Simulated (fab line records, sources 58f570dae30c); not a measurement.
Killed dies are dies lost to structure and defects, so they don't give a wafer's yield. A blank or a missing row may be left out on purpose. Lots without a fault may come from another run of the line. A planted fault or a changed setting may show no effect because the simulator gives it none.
Problem report in the 8D (eight disciplines) form, filled by code | flow berkeley_cmos170 | the parts of the form that need people (team, actions taken, sign-off) are left out

1. THE PROBLEM
SPACER_TEOS_THK at UCB170_SPACER_THK_MEAS_01 reads a mean of 252 nm on 4 wafers of 2 lots; wafers without a fault read 378 nm with a standard deviation of 6.4. That is -20 standard deviations from the usual mean.
First seen on wafer L576.2, day 9 17:13, on film_metro-01. The record holds 42 wafers of 14 lots with a number at this step. Rule for "out", or "out of limits": more than 4 standard deviations from the usual mean. The other wafers with a number count as sound.

2. WHAT IT IS AND WHAT IT IS NOT
question                    | is                             | is not
which readings at this step | SPACER_TEOS_THK                | -
which lots                  | L576, L578                     | L563, L564, L565, L566, L567, L568, L570, L571, L573, L575, L583, L585
which wafers of those lots  | L576.2, L576.5, L578.2, L578.4 | L576.4, L578.3
read on which gauges        | film_metro-01                  | film_metro-03, film_metro-04
when                        | from day 9 17:13               | up to then (28 sound wafers); but 10 sound wafers of L575, L578, L583, L585 came after

3. SUSPECTS, AND WHAT RULES EACH OUT
Counting: a tool at a process step up to the reading stays a suspect if it ran every lot that is out. Sound lots after the first of them don't rule it out here, since some wafers of a struck lot are sound.
- the gauge at UCB170_SPACER_THK_MEAS_01: ruled out. All the wafers that are out were read on film_metro-01, but those of them that UCB170_SPACER_ETCHBACK_03 has rows for are out there too, on other tools.
- pecvd-03 at UCB170_SPACER_CVD_00 (deposits SiO2 from TEOS/O2, target thk 376 nm, time 47 s): kept. It ran every lot that is out, first L576 (day 9 17:09); its last sound lot up to then is L570 (day 9 03:17).
- Within pecvd-03 at UCB170_SPACER_CVD_00: the wafers that are out ran in chamber 2; their sound lot-mates ran in chamber 1.
Left after counting: pecvd-03 at UCB170_SPACER_CVD_00.

4. THE CAUSE (what the simulator had put in)
Process parameter drift: pecvd-03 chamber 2, from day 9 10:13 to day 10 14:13, at UCB170_SPACER_CVD_00. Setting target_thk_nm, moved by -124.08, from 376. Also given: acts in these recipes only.
Counting left only this tool.

5. THE CHAIN OF EFFECTS, in route order
Each row: a reading whose mean over the struck wafers that have a number lies more than 3 standard deviations from the usual. Only readings for which the record gives a usual standard deviation are gone through. hours: the time from each lot's start at the first step in this table that gives one to its start at this step, as a median over the lots. sigmas: the change in usual standard deviations.
hours | step                      | reading         | usual      | on struck wafers | change | sigmas
0     | UCB170_SPACER_THK_MEAS_01 | SPACER_TEOS_THK | 378 nm     | 252              | -126   | -20
5     | UCB170_SPACER_ETCHBACK_03 | oes_product_au  | 0.908 a.u. | 0.687            | -0.221 | -13
The process steps in it:
- UCB170_SPACER_ETCHBACK_03: etches SiO2 in CHF3/CF4/Ar, stops on Si, target depth 376 nm, time 100 s.

6. WHAT WOULD HAVE CAUGHT IT SOONER
In this record the first reading out of limits at a measuring or inspecting step was taken at day 9 17:13, 7 hours after the fault began at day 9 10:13.
Of the tool readings at UCB170_SPACER_CVD_00 for which the record gives a usual standard deviation, none was out on any struck wafer, so an alarm limit of 4 standard deviations on them would not have fired.
Of the lots that are out (2), L578 began UCB170_SPACER_CVD_00 on pecvd-03 after day 9 17:13. A hold on the tool at that time would have spared it.
